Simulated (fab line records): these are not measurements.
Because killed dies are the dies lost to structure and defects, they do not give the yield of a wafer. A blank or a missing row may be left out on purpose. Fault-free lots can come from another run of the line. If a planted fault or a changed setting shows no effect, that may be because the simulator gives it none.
fab line records	flow berkeleyCmos170
record lots=5	wafers=23
route steps=331 shown BACKSIDE@200 SDANNEAL@204 NLDD@209 SILICIDE@211 CONTACT@228 M1@242 V1@254 M2@272
startH: hours from the record's first day to the start of the lot's first wafer shown	waitH: hours since the lot's step before	" as in the row above	L1.1+2: several wafers, shown together as one row	- no value, or no start was given	* or withheld: withheld	< > ~ a bound
route shown NAME@n: names a module that has steps shown in the file, with the first one's number in the route	usual: mean and standard deviation over wafers with no fault	same: alike in all rows	chamber/n: place in a boat	sites: the reading at each site	_std_site: the standard deviation of these	_edge_site: mean of outer sites minus mean of inner sites	radiusMm: for every site, how far away it sits from the centre of the wafer	mask NAME#n: copy n	behind: the most recent tool/chamber to have shaped the wafer	hold: the reason the lot was held/the length of the hold in hours/how it ended	device: which transistor (n, p or np) failed to switch	end of line: at the end of the route, the tests of the same wafers	for a step that has no rows: nothing shown but its recipe	killed: dies that structure and defects cost at the first sort, which is not the same as the wafer's yield	map: shows each die of a wafer: x if killed, . if not, _ if none is there
set.NAME: the setting the step ran with; set.NAME@STEP: the setting that earlier step ran with	model.NAME: the simulator's own value behind a step, which no gauge read
lots with deliberately changed settings; one table per step, one row per wafer
## steps
# step UCB170_BACKSIDE_COAT_01
# recipe resist=KrF	spinRpm=1500	resistThkNm=900
lot.wafer	tool	chamber	startH	waitH	set.spinRpm	model.KrF_of_BACKSIDE_COAT_01.thkNm
L074.1	lithoTrack-02	0	134.02	0.1	1500	899.4
L074.2	"	0	"	"	1500	903.1
L074.3	"	0	"	"	1573	882
L074.4+5	"	0	"	"	1573	880.8
L076.1	lithoTrack-04	0	148.29	0.1	1395	934.7
L076.3	"	0	"	"	1395	936.1
L076.4	"	0	"	"	1500	900.4
L076.5	"	0	"	"	1500	901.1
L076.6	"	0	"	"	1500	900.5
L077.1	lithoTrack-02	0	156.19	0.1	1397	937.5
L077.2	"	0	"	"	1500	904.6
L077.3	"	0	"	"	1500	902.7
L077.4	"	0	"	"	1397	933.7
L077.5	"	0	"	"	1397	937.3
L079.2	lithoTrack-03	0	169.62	0.1	1500	899.8
L079.4	"	0	"	"	1500	898
L079.5	"	0	"	"	1500	894.4
L080.1	lithoTrack-04	0	169.69	0.1	1500	901
L080.2	"	0	"	"	1500	901.1
L080.3	"	0	"	"	1500	900.3
L080.5	"	0	"	"	1500	902.8
L080.6	"	0	"	"	1500	902.3
# step UCB170_BACKSIDE_SOFTBAKE_02
# recipe resist=KrF	tempC=130	timeS=60
# step UCB170_BACKSIDE_STRIP_03
# recipe chemistry=O2	powerW=400	pressureMtorr=3500	platenTempC=withheld	o2FlowSccm=400	overashFraction=0.5
# usual stripTimeToEndpointS=21.98/0.051
lot.wafer	tool	chamber	startH	waitH	set.spinRpm@BACKSIDE_COAT_01	stripTimeToEndpointS
L074.1	plasmaAsher-03	0	134.32	0.1	1500	21.95
L074.2	"	1	"	"	1500	22.04
L074.3	"	0	"	"	1573	21.53
L074.4	"	1	"	"	1573	21.51
L074.5	"	1	"	"	1573	21.50
L076.1	plasmaAsher-02	0	148.72	0.3	1395	22.79
L076.3	"	1	"	"	1395	22.83
L076.4	"	0	"	"	1500	21.98
L076.5	"	1	"	"	1500	22.00
L076.6	"	0	"	"	1500	21.97
L077.1	plasmaAsher-03	0	156.49	0.1	1397	22.85
L077.2	"	1	"	"	1500	22.08
L077.3	"	0	"	"	1500	22.03
L077.4	"	1	"	"	1397	22.78
L077.5	"	1	"	"	1397	22.85
L079.2	plasmaAsher-04	0	169.90	0.1	1500	21.97
L079.4	"	0	"	"	1500	21.91
L079.5	"	1	"	"	1500	21.83
L080.1	plasmaAsher-02	1	169.99	0.1	1500	21.99
L080.2	"	0	"	"	1500	21.98
L080.3	"	0	"	"	1500	21.96
L080.5	"	0	"	"	1500	22.02
L080.6	"	1	"	"	1500	22.04
# step UCB170_BACKSIDE_CLEAN_04
# recipe chemistry=SPM	tempC=120	timeS=600
# step UCB170_SDANNEAL_RTA_00
# recipe tempC=900	timeS=10	ambient=N2
# step UCB170_SDANNEAL_RS_MEAS_05
# recipe thkMeasGauge=four-point-probe
# usual NLDD_RS=616.0/1.2
lot.wafer	tool	chamber	startH	waitH	set.doseCm2@NLDD_IMPLANT_09	NLDD_RS[ohm/sq]
L074.1	filmMetro-03	-	135.08	0.1	5e+13	615.3
L074.2	"	-	"	"	5e+13	616.1
L074.3	"	-	"	"	4.775e+13	626.7
L074.4	"	-	"	"	5e+13	615.3
L074.5	"	-	"	"	4.775e+13	625.7
L076.1	filmMetro-03	-	149.72	0.1	5.25e+13	607.3
L076.3	"	-	"	"	5e+13	616.2
L076.4	"	-	"	"	5.25e+13	606.8
L076.5	"	-	"	"	5e+13	617.4
L076.6	"	-	"	"	5e+13	615.2
L077.1	filmMetro-02	-	157.27	0.1	5e+13	616.0
L077.2	"	-	"	"	5e+13	614.1
L077.3	"	-	"	"	5e+13	614.8
L077.4	"	-	"	"	5e+13	614.6
L077.5	"	-	"	"	5e+13	614.1
L079.2	filmMetro-03	-	170.68	0.1	5e+13	617.4
L079.4	"	-	"	"	5e+13	615.9
L079.5	"	-	"	"	5e+13	616.4
L080.1	filmMetro-02	-	170.83	0.1	5e+13	616.0
L080.2	"	-	"	"	5e+13	615.6
L080.3	"	-	"	"	5e+13	616.0
L080.5	"	-	"	"	5e+13	615.8
L080.6	"	-	"	"	5e+13	614.9
# step UCB170_SILICIDE_SPUTTER_01
# recipe material=Ti	targetThkNm=30	timeS=25	powerW=1500	chamberPressurePa=0.5
lot.wafer	tool	chamber	startH	waitH	set.powerW	model.Ti_of_SILICIDE_SPUTTER_01.thkNm
L074.1	pvdSputter-01	-	135.26	0.0	1353	27.17
L074.2	"	-	"	"	1500	30.16
L074.3	"	-	"	"	1353	27.27
L074.4	"	-	"	"	1500	30.05
L074.5	"	-	"	"	1500	29.91
L076.1	pvdSputter-01	-	149.91	0.0	1679	33.41
L076.3	"	-	"	"	1679	33.34
L076.4	"	-	"	"	1500	29.69
L076.5	"	-	"	"	1500	29.9
L076.6	"	-	"	"	1679	33.63
L077.1	pvdSputter-01	-	157.45	0.0	1637	32.52
L077.2	"	-	"	"	1637	32.43
L077.3	"	-	"	"	1500	29.79
L077.4	"	-	"	"	1500	29.66
L077.5	"	-	"	"	1500	29.87
L079.2	pvdSputter-01	-	170.84	0.0	1500	29.72
L079.4	"	-	"	"	1500	29.86
L079.5	"	-	"	"	1500	29.43
L080.1	pvdSputter-03	-	171.02	0.0	1500	30.38
L080.2	"	-	"	"	1500	29.89
L080.3	"	-	"	"	1500	30.52
L080.5	"	-	"	"	1500	30.21
L080.6	"	-	"	"	1500	30.3
# step UCB170_SILICIDE_RS_MEAS_02
# recipe thkMeasGauge=four-point-probe	reads=Ti_of_SILICIDE_SPUTTER_01
# usual SILICIDE_TI_RS=26.21/0.29
lot.wafer	tool	chamber	startH	waitH	set.powerW@SILICIDE_SPUTTER_01	SILICIDE_TI_RS[ohm/sq]
L074.1	filmMetro-01	-	135.29	0.0	1353	29.39
L074.2	"	-	"	"	1500	25.92
L074.3	"	-	"	"	1353	29.12
L074.4	"	-	"	"	1500	26.02
L074.5	"	-	"	"	1500	26.21
L076.1	filmMetro-04	-	149.94	0.0	1679	23.00
L076.3	"	-	"	"	1679	23.04
L076.4	"	-	"	"	1500	26.42
L076.5	"	-	"	"	1500	26.23
L076.6	"	-	"	"	1679	22.83
L077.1	filmMetro-01	-	157.48	0.0	1637	23.74
L077.2	"	-	"	"	1637	23.85
L077.3	"	-	"	"	1500	26.30
L077.4	"	-	"	"	1500	26.45
L077.5	"	-	"	"	1500	26.23
L079.2	filmMetro-04	-	170.89	0.0	1500	26.40
L079.4	"	-	"	"	1500	26.25
L079.5	"	-	"	"	1500	26.65
L080.1	filmMetro-04	-	171.05	0.0	1500	25.72
L080.2	"	-	"	"	1500	26.18
L080.3	"	-	"	"	1500	25.59
L080.5	"	-	"	"	1500	25.90
L080.6	"	-	"	"	1500	25.85
# step UCB170_SILICIDE_THK_MEAS_03
# recipe thkMeasGauge=xrf	reads=Ti_of_SILICIDE_SPUTTER_01
# usual SILICIDE_TI_THK=30.26/0.3
lot.wafer	tool	chamber	startH	waitH	set.powerW@SILICIDE_SPUTTER_01	SILICIDE_TI_THK[nm]
L074.1	filmMetro-01	-	135.41	0.1	1353	27.51
L074.2	"	-	"	"	1500	30.44
L074.3	"	-	"	"	1353	27.50
L074.4	"	-	"	"	1500	30.43
L074.5	"	-	"	"	1500	30.25
L076.1	filmMetro-04	-	150.06	0.1	1679	33.66
L076.3	"	-	"	"	1679	33.49
L076.4	"	-	"	"	1500	29.84
L076.5	"	-	"	"	1500	30.07
L076.6	"	-	"	"	1679	33.73
L077.1	filmMetro-01	-	157.60	0.1	1637	32.93
L077.2	"	-	"	"	1637	32.66
L077.3	"	-	"	"	1500	30.22
L077.4	"	-	"	"	1500	30.13
L077.5	"	-	"	"	1500	30.24
L079.2	filmMetro-04	-	171.00	0.1	1500	30.05
L079.4	"	-	"	"	1500	30.23
L079.5	"	-	"	"	1500	29.88
L080.1	filmMetro-04	-	171.17	0.1	1500	30.63
L080.2	"	-	"	"	1500	30.22
L080.3	"	-	"	"	1500	30.84
L080.5	"	-	"	"	1500	30.59
L080.6	"	-	"	"	1500	30.55
# step UCB170_CONTACT_EXPOSE_12
# recipe maskId=CONT	targetCdNm=700	na=0.5	sigmaOuter=0.6	sourceShape=conventional	doseMj=35
lot.wafer	tool	chamber	startH	waitH	mask	set.doseMj
L074.1+2+3+4+5	krfScanner-02	0	138.94	-	CONT#0	35
L076.1+3+4	krfScanner-01	0	153.81	-	CONT#0	35
L076.5+6	"	0	"	"	CONT#0	35.68
L077.1+4	krfScanner-01	0	161.28	-	CONT#0	35
L077.2+3+5	"	0	"	"	CONT#0	33.89
L079.2+4+5	krfScanner-01	0	174.57	-	CONT#0	35
L080.1+3+6	krfScanner-02	0	176.33	-	CONT#0	35
L080.2+5	"	0	"	"	CONT#0	36.33
# step UCB170_CONTACT_PEB_13
# recipe pebTempC=130	pebTimeS=withheld	resist=KrF
# step UCB170_CONTACT_DEVELOP_14
# recipe developer=TMAH	developTimeS=45	resist=KrF	devTempC=21
# step UCB170_CONTACT_CD_MEAS_15
# recipe targetCdNm=700
# usual cdNm=699.1/1.4
lot.wafer	tool	chamber	startH	waitH	set.doseMj@CONTACT_EXPOSE_12	cdNm
L074.1	cdSem-01	-	139.33	-	35	700.4
L074.2	"	-	"	"	35	700.6
L074.3	"	-	"	"	35	700.4
L074.4	"	-	"	"	35	701.5
L074.5	"	-	"	"	35	701.6
L076.1	cdSem-01	-	154.52	-	35	695.2
L076.3	"	-	"	"	35	697.8
L076.4	"	-	"	"	35	696.4
L076.5	"	-	"	"	35.68	701.0
L076.6	"	-	"	"	35.68	700.8
L077.1	cdSem-02	-	161.67	-	35	701.4
L077.2	"	-	"	"	33.89	694.4
L077.3	"	-	"	"	33.89	694.9
L077.4	"	-	"	"	35	700.7
L077.5	"	-	"	"	33.89	695.2
L079.2	cdSem-01	-	174.98	-	35	698.5
L079.4	"	-	"	"	35	698.1
L079.5	"	-	"	"	35	697.6
L080.1	cdSem-01	-	176.73	-	35	697.2
L080.2	"	-	"	"	36.33	704.1
L080.3	"	-	"	"	35	697.4
L080.5	"	-	"	"	36.33	705.8
L080.6	"	-	"	"	35	698.1
# step UCB170_CONTACT_ETCH_17
# recipe chemistry=N2/H2	targetDepthA=withheld	overetchA=withheld	target=BARC	timeS=withheld	sourceW=500	biasW=100	pressureMtorr=30	n2FlowSccm=100	h2FlowSccm=200
lot.wafer	tool	chamber	startH	waitH	set.doseMj@CONTACT_EXPOSE_12	model.CONTACT.cdNm
L074.1+2	rieDiel-02	1,2	139.49	0.0	35	701
L074.3	"	3	"	"	35	700.8
L074.4	"	0	"	"	35	702.3
L074.5	"	1	"	"	35	702.1
L076.1	rieDiel-01	1	154.67	0.0	35	695
L076.3	"	3	"	"	35	697.7
L076.4	"	2	"	"	35	696.5
L076.5	"	3	"	"	35.68	701.2
L076.6	"	0	"	"	35.68	701.5
L077.1	rieDiel-03	0	161.82	0.0	35	701.3
L077.2+5	"	2,3	"	"	33.89	694.9
L077.3	"	1	"	"	33.89	694.4
L077.4	"	3	"	"	35	700.1
L079.2	rieDiel-03	2	175.12	0.0	35	698.8
L079.4	"	3	"	"	35	697.8
L079.5	"	0	"	"	35	697
L080.1	rieDiel-01	0	176.88	0.0	35	697.4
L080.2	"	3	"	"	36.33	704.2
L080.3	"	2	"	"	35	697.6
L080.5	"	1	"	"	36.33	706.2
L080.6	"	0	"	"	35	698.2
# step UCB170_CONTACT_ETCH_18
# recipe chemistry=CHF3/CF4/Ar	target=PSG	stopOn=TiSi2	CHF3_flow_sccm=45	cf4FlowSccm=15	Ar_flow_sccm=150	pressureMtorr=200	rfW=700	targetDepthA=8400	overEtchFrac=0.2	timeS=195
# step UCB170_CONTACT_STRIP_19
# recipe chemistry=O2	powerW=400	pressureMtorr=3500	platenTempC=withheld	o2FlowSccm=400	overashFraction=0.5
# step UCB170_CONTACT_CD_MEAS_90
# recipe targetCdNm=700
# usual cdNm=699.1/1.5
lot.wafer	tool	chamber	startH	waitH	set.doseMj@CONTACT_EXPOSE_12	cdNm
L074.1	cdSem-02	-	139.75	0.1	35	700.8
L074.2	"	-	"	"	35	700.3
L074.3	"	-	"	"	35	699.7
L074.4	"	-	"	"	35	701.8
L074.5	"	-	"	"	35	701.7
L076.1	cdSem-01	-	155.03	0.2	35	695.2
L076.3	"	-	"	"	35	696.7
L076.4	"	-	"	"	35	696.5
L076.5	"	-	"	"	35.68	700.7
L076.6	"	-	"	"	35.68	701.3
L077.1	cdSem-01	-	162.09	0.1	35	701.5
L077.2	"	-	"	"	33.89	695.0
L077.3	"	-	"	"	33.89	693.9
L077.4	"	-	"	"	35	699.5
L077.5	"	-	"	"	33.89	694.9
L079.2	cdSem-01	-	175.40	0.1	35	698.4
L079.4	"	-	"	"	35	697.8
L079.5	"	-	"	"	35	696.8
L080.1	cdSem-01	-	177.15	0.1	35	697.5
L080.2	"	-	"	"	36.33	703.6
L080.3	"	-	"	"	35	697.6
L080.5	"	-	"	"	36.33	706.7
L080.6	"	-	"	"	35	698.1
# step UCB170_M1_COAT_04
# recipe resist=KrF	spinRpm=1500	resistThkNm=900
lot.wafer	tool	chamber	startH	waitH	set.spinRpm	model.KrF_of_M1_COAT_04.thkNm
L074.1	lithoTrack-04	0	-	-	1500	905.6
L074.2	"	0	"	"	1500	900.8
L074.3	"	0	"	"	1500	902.2
L074.4	"	0	"	"	1500	904.7
L074.5	"	0	"	"	1500	905.2
L076.1+4	lithoTrack-04	0	-	-	1500	900.7
L076.3	"	0	"	"	1592	875.7
L076.5	"	0	"	"	1592	876
L076.6	"	0	"	"	1500	903.5
L077.1	lithoTrack-04	0	-	-	1500	903.1
L077.2	"	0	"	"	1585	878.4
L077.3	"	0	"	"	1585	881.3
L077.4	"	0	"	"	1585	880.1
L077.5	"	0	"	"	1500	904.2
L079.2	lithoTrack-01	0	-	-	1500	897
L079.4	"	0	"	"	1500	895.9
L079.5	"	0	"	"	1500	899.4
L080.1	lithoTrack-03	0	-	-	1500	900.9
L080.2	"	0	"	"	1426	923.2
L080.3	"	0	"	"	1426	925.1
L080.5	"	0	"	"	1500	902.3
L080.6	"	0	"	"	1426	923.8
# step UCB170_V1_CVD_00
# recipe material=SiO2	targetThkNm=2000	tempC=390	precursor=TEOS/O2	timeS=250	rfW=550	pressureMtorr=9000
lot.wafer	tool	chamber	startH	waitH	set.rfW	model.SiO2_of_V1_CVD_00.thkNm
L074.1	pecvd-02	1	146.07	0.0	550	1974
L074.2+5	"	2	"	"	550	-
L074.3	"	0	"	"	550	1958
L074.4	"	1	"	"	550	1991
L076.1	pecvd-02	1	160.92	0.0	598	2043
L076.3	"	0	"	"	550	1986
L076.4	"	0	"	"	550	-
L076.5	"	2	"	"	598	2063
L076.6	"	1	"	"	598	-
L077.1	pecvd-03	2	171.00	0.0	506.6	1919
L077.2	"	1	"	"	550	-
L077.3	"	0	"	"	506.6	1912
L077.4	"	2	"	"	550	1998
L077.5	"	0	"	"	506.6	-
L079.2	pecvd-03	0	181.78	0.0	550	1982
L079.4	"	0	"	"	550	2028
L079.5	"	2	"	"	550	2010
L080.1+5	pecvd-02	2	181.78	0.0	576.8	-
L080.2	"	1	"	"	550	1959
L080.3	"	0	"	"	550	-
L080.6	"	0	"	"	576.8	2074
# step UCB170_M2_SPUTTER_01
# recipe material=Al	targetThkNm=900	timeS=120	powerW=6000	chamberPressurePa=0.5
lot.wafer	tool	chamber	startH	waitH	set.powerW	model.Al_of_M2_SPUTTER_01.thkNm
L074.1	pvdSputter-03	-	149.03	0.0	6000	903.4
L074.2	"	-	"	"	5566	831.3
L074.3	"	-	"	"	6000	906.5
L074.4	"	-	"	"	6000	904.6
L074.5	"	-	"	"	5566	838.4
L076.1	pvdSputter-01	-	166.52	0.0	6000	915
L076.3	"	-	"	"	6000	895.3
L076.4	"	-	"	"	5314	801.7
L076.5	"	-	"	"	6000	898.3
L076.6	"	-	"	"	5314	798.2
L077.1	pvdSputter-01	-	173.72	0.0	6000	905.3
L077.2	"	-	"	"	6308	954.5
L077.3	"	-	"	"	6000	904.3
L077.4	"	-	"	"	6000	906.6
L077.5	"	-	"	"	6308	952.3
L079.2	pvdSputter-01	-	185.07	0.0	6000	905.6
L079.4	"	-	"	"	6000	909.4
L079.5	"	-	"	"	6000	907.8
L080.1	pvdSputter-04	-	185.19	0.0	6652	1001
L080.2	"	-	"	"	6000	892
L080.3	"	-	"	"	6652	997.8
L080.5	"	-	"	"	6652	997.2
L080.6	"	-	"	"	6000	895.5
# step UCB170_M2_RS_MEAS_02
# recipe thkMeasGauge=four-point-probe	reads=Al_of_M2_SPUTTER_01
# usual M2_AL_RS=0.032/0.00021
lot.wafer	tool	chamber	startH	waitH	set.powerW@M2_SPUTTER_01	M2_AL_RS[ohm/sq]
L074.1	filmMetro-03	-	149.11	0.0	6000	0.03205
L074.2	"	-	"	"	5566	0.03492
L074.3	"	-	"	"	6000	0.03192
L074.4	"	-	"	"	6000	0.0319
L074.5	"	-	"	"	5566	0.03456
L076.1	filmMetro-04	-	166.60	0.0	6000	0.03163
L076.3	"	-	"	"	6000	0.03226
L076.4	"	-	"	"	5314	0.03616
L076.5	"	-	"	"	6000	0.03216
L076.6	"	-	"	"	5314	0.03627
L077.1	filmMetro-01	-	173.80	0.0	6000	0.03191
L077.2	"	-	"	"	6308	0.03026
L077.3	"	-	"	"	6000	0.03194
L077.4	"	-	"	"	6000	0.03196
L077.5	"	-	"	"	6308	0.03032
L079.2	filmMetro-04	-	185.17	0.1	6000	0.03196
L079.4	"	-	"	"	6000	0.03179
L079.5	"	-	"	"	6000	0.03195
L080.1	filmMetro-03	-	185.27	0.0	6652	0.02882
L080.2	"	-	"	"	6000	0.03243
L080.3	"	-	"	"	6652	0.02892
L080.5	"	-	"	"	6652	0.0289
L080.6	"	-	"	"	6000	0.03239
# step UCB170_M2_THK_MEAS_03
# recipe thkMeasGauge=xrf	reads=Al_of_M2_SPUTTER_01
# usual M2_AL_THK=897/7.2
lot.wafer	tool	chamber	startH	waitH	set.powerW@M2_SPUTTER_01	M2_AL_THK[nm]
L074.1	filmMetro-03	-	149.23	0.1	6000	892
L074.2	"	-	"	"	5566	821
L074.3	"	-	"	"	6000	892
L074.4	"	-	"	"	6000	895
L074.5	"	-	"	"	5566	828
L076.1	filmMetro-04	-	166.72	0.1	6000	907
L076.3	"	-	"	"	6000	885
L076.4	"	-	"	"	5314	790
L076.5	"	-	"	"	6000	887
L076.6	"	-	"	"	5314	779
L077.1	filmMetro-01	-	173.92	0.1	6000	900
L077.2	"	-	"	"	6308	951
L077.3	"	-	"	"	6000	899
L077.4	"	-	"	"	6000	902
L077.5	"	-	"	"	6308	947
L079.2	filmMetro-04	-	185.28	0.1	6000	899
L079.4	"	-	"	"	6000	907
L079.5	"	-	"	"	6000	905
L080.1	filmMetro-03	-	185.39	0.1	6652	987
L080.2	"	-	"	"	6000	881
L080.3	"	-	"	"	6652	985
L080.5	"	-	"	"	6652	988
L080.6	"	-	"	"	6000	884
# step UCB170_M2_DEVELOP_14
# recipe developer=TMAH	developTimeS=45	resist=KrF	devTempC=21
lot.wafer	tool	chamber	startH	waitH	set.developTimeS
L074.1+2+5	lithoTrack-02	0	-	-	48.68
L074.3+4	"	0	"	"	45
L076.1+4	lithoTrack-04	0	-	-	45
L076.3+5+6	"	0	"	"	41.67
L077.1+2	lithoTrack-02	0	-	-	45
L077.3+4+5	"	0	"	"	42.69
L079.2+4+5	lithoTrack-02	0	-	-	45
L080.1+2+3	lithoTrack-03	0	-	-	45
L080.5+6	"	0	"	"	48.58
# step UCB170_M2_ETCH_17
# recipe chemistry=N2/H2	targetDepthA=withheld	overetchA=withheld	target=BARC	timeS=withheld	sourceW=500	biasW=100	pressureMtorr=30	n2FlowSccm=100	h2FlowSccm=200
# step UCB170_M2_METAL_ETCH_18
# recipe chemistry=Cl2/BCl3	target=Al	stopOn=SiO2	pressureMtorr=12	targetDepthA=11700	overEtchFrac=0.3	timeS=195	icpW=600	biasW=120	Cl2_flow_sccm=90	bcl3FlowSccm=45
# usual oesProductAu=0.855/0.0072
lot.wafer	tool	chamber	startH	waitH	set.powerW@M2_SPUTTER_01	oesProductAu
L074.1	rieMetal-03	0	151.42	-	6000	0.843
L074.2	"	1	"	"	5566	0.818
L074.3	"	0	"	"	6000	0.850
L074.4	"	1	"	"	6000	0.854
L074.5	"	0	"	"	5566	0.813
L076.1	rieMetal-03	1	170.47	-	6000	0.865
L076.3	"	0	"	"	6000	0.844
L076.4	"	1	"	"	5314	0.805
L076.5	"	1	"	"	6000	0.863
L076.6	"	0	"	"	5314	0.792
L077.1	rieMetal-04	1	176.01	-	6000	0.865
L077.2	"	0	"	"	6308	0.888
L077.3	"	0	"	"	6000	0.865
L077.4	"	1	"	"	6000	0.858
L077.5	"	0	"	"	6308	0.889
L079.2	rieMetal-04	1	187.15	-	6000	0.849
L079.4	"	0	"	"	6000	0.857
L079.5	"	0	"	"	6000	0.862
L080.1	rieMetal-03	0	187.45	-	6652	0.904
L080.2	"	1	"	"	6000	0.856
L080.3	"	0	"	"	6652	0.899
L080.5	"	0	"	"	6652	0.898
L080.6	"	1	"	"	6000	0.851
## key
split step=UCB170_BACKSIDE_COAT_01	setting=spinRpm	stated=1500	by=wafer
response step=UCB170_BACKSIDE_COAT_01	reading=model.KrF_of_BACKSIDE_COAT_01.thkNm	change=-4.7	per=1%	r=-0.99
response step=UCB170_BACKSIDE_STRIP_03	reading=stripTimeToEndpointS	change=*	per=1%	r=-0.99
split step=UCB170_SILICIDE_SPUTTER_01	setting=powerW	stated=1500	by=wafer
response step=UCB170_SILICIDE_SPUTTER_01	reading=model.Ti_of_SILICIDE_SPUTTER_01.thkNm	change=+0.298	per=1%	r=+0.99
response step=UCB170_SILICIDE_RS_MEAS_02	reading=SILICIDE_TI_RS	change=-0.294	per=1%	r=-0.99
response step=UCB170_SILICIDE_THK_MEAS_03	reading=SILICIDE_TI_THK	change=+0.298	per=1%	r=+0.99
split step=UCB170_CONTACT_EXPOSE_12	setting=doseMj	stated=35	by=wafer
response step=UCB170_CONTACT_CD_MEAS_15	reading=cdNm	change=+1.99	per=1%	r=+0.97
response step=UCB170_CONTACT_ETCH_17	reading=model.CONTACT.cdNm	change=+2.02	per=1%	r=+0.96
response step=UCB170_CONTACT_CD_MEAS_90	reading=cdNm	change=+2	per=1%	r=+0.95
split step=UCB170_M1_COAT_04	setting=spinRpm	stated=1500	by=wafer
response step=UCB170_M1_COAT_04	reading=model.KrF_of_M1_COAT_04.thkNm	change=-4.29	per=1%	r=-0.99
split step=UCB170_V1_CVD_00	setting=rfW	stated=550	by=wafer
response step=UCB170_V1_CVD_00	reading=model.SiO2_of_V1_CVD_00.thkNm	change=+10.6	per=1%	r=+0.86
split step=UCB170_M2_SPUTTER_01	setting=powerW	stated=6000	by=wafer
response step=UCB170_M2_SPUTTER_01	reading=model.Al_of_M2_SPUTTER_01.thkNm	change=+9.37	per=1%	r=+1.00
response step=UCB170_M2_RS_MEAS_02	reading=M2_AL_RS	change=-0.000351	per=1%	r=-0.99
response step=UCB170_M2_THK_MEAS_03	reading=M2_AL_THK	change=+9.54	per=1%	r=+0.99
response step=UCB170_M2_METAL_ETCH_18	reading=oesProductAu	change=+0.00475	per=1%	r=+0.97
split step=UCB170_M2_DEVELOP_14	setting=developTimeS	stated=45	by=wafer
response none clear
split outsideThisFile step=UCB170_NLDD_IMPLANT_09 setting=doseCm2
# split outsideThisFile: this setting was split too, and the file shows its column; the key of that split is in another file
